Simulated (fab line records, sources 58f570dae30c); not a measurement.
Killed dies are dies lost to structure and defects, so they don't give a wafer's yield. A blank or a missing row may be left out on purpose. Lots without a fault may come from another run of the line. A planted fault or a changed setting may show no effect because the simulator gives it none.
Split-lot experiment | flow berkeley_cmos170 | 5 lots, 23 wafers read, on a route of 331 steps

THE SPLIT
At UCB170_SILICIDE_SPUTTER_01 (material Ti, target thk 30 nm, time 25 s), the setting time_s was moved away from the recipe's 25 s on 9 of the 23 wafers read, by -12.2% to -6.0%. The other wafers ran this setting at the recipe's value.

FROM THE SPLIT TO THE READING: what the file shows between them, 1 step
- UCB170_SILICIDE_RS_MEAS_02: measures by four-point-probe

THE READING
SILICIDE_TI_THK, in nm, at UCB170_SILICIDE_THK_MEAS_03 (measures by xrf). Fault-free wafers of this fab line usually give 29.50 nm, standard deviation 0.28 nm.

wafer  | tool, chamber at the split | time_s as run, s | against the recipe | SILICIDE_TI_THK, nm | against lot-mates on the recipe
L075.1 | pvd_sputter-04, -          | 22.27            | -10.9%             | 26.13               | -3.61
L075.2 | pvd_sputter-04, -          | 25               | recipe             | 29.93               | -
L075.3 | pvd_sputter-04, -          | 25               | recipe             | 29.46               | -
L075.4 | pvd_sputter-04, -          | 22.27            | -10.9%             | 26.20               | -3.54
L075.6 | pvd_sputter-04, -          | 25               | recipe             | 29.83               | -
L074.1 | pvd_sputter-04, -          | 25               | recipe             | 29.58               | -
L074.3 | pvd_sputter-04, -          | 25               | recipe             | 29.92               | -
L074.4 | pvd_sputter-04, -          | 25               | recipe             | 29.66               | -
L079.1 | pvd_sputter-01, -          | 22.68            | -9.3%              | 26.78               | -2.54
L079.2 | pvd_sputter-01, -          | 25               | recipe             | 29.21               | -
L079.3 | pvd_sputter-01, -          | 22.68            | -9.3%              | 26.60               | -2.72
L079.4 | pvd_sputter-01, -          | 25               | recipe             | 29.50               | -
L079.5 | pvd_sputter-01, -          | 25               | recipe             | 29.26               | -
L081.1 | pvd_sputter-03, -          | 25               | recipe             | 29.66               | -
L081.2 | pvd_sputter-03, -          | 25               | recipe             | 30.17               | -
L081.3 | pvd_sputter-03, -          | 21.94            | -12.2%             | 26.33               | -3.65
L081.5 | pvd_sputter-03, -          | 21.94            | -12.2%             | 26.34               | -3.64
L081.6 | pvd_sputter-03, -          | 25               | recipe             | 30.10               | -
L083.1 | pvd_sputter-03, -          | 23.49            | -6.0%              | 27.79               | -1.62
L083.2 | pvd_sputter-03, -          | 23.49            | -6.0%              | 28.15               | -1.26
L083.3 | pvd_sputter-03, -          | 23.49            | -6.0%              | 27.53               | -1.88
L083.5 | pvd_sputter-03, -          | 25               | recipe             | 29.53               | -
L083.6 | pvd_sputter-03, -          | 25               | recipe             | 29.29               | -

THE FIT
A straight line over all 23 wafers: SILICIDE_TI_THK changes by +0.298 nm for each +1% of time_s; r = +0.98; the points scatter about the line by 0.29 nm.
The same after taking each lot's own level away (the mean of its wafers on the recipe; 23 wafers): +0.301 nm for each +1%; r = +0.99; scatter 0.22 nm.
On that fit, the largest move of time_s shifts the reading by 3.7 nm.
The lots' own levels span 29.323 to 29.977 nm, that is 2.3 times the standard deviation above.
So the lot-to-lot level changes the slope little: the two slopes agree.
Check: with one of the wafers moved furthest among these (-12.2%) left out of the fit, the line predicts -3.66 nm for it against its lot-mates. It came out at -3.65 nm against them.

OTHER SPLITS ON THESE WAFERS
These wafers also went through other splits before the reading. Each is held against what the fit with the lots' levels taken away leaves over:
other split on the same wafers   | wafers away from the commonest value | r with SILICIDE_TI_THK (lot level and that fit taken away)
UCB170_PSD_IMPLANT_08 energy_kev | 8                                    | -0.28
UCB170_NSD_EXPOSE_03 dose_mj     | 4                                    | +0.23
UCB170_BACKSIDE_STRIP_03 power_w | 7                                    | -0.02

THE WHOLE CHAIN: every reading that the file lists as answering this split, in the file's order
step                        | what it does                             | reading                                                                           | change (the file's fit)               | r (the file's)
UCB170_SILICIDE_SPUTTER_01  | material Ti, target thk 30 nm, time 25 s | Ti_of_SILICIDE_SPUTTER_01.thk_nm (the simulator's own value, which no gauge read) | +0.303 nm for each +1% of the setting | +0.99
UCB170_SILICIDE_RS_MEAS_02  | measures by four-point-probe             | SILICIDE_TI_RS                                                                    | -0.347 for each +1% of the setting    | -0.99
UCB170_SILICIDE_THK_MEAS_03 | measures by xrf                          | SILICIDE_TI_THK                                                                   | +0.3 for each +1% of the setting      | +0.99

THE FILE'S OWN FIT
SILICIDE_TI_THK changes by +0.3 nm for each +1% of time_s, r = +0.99.
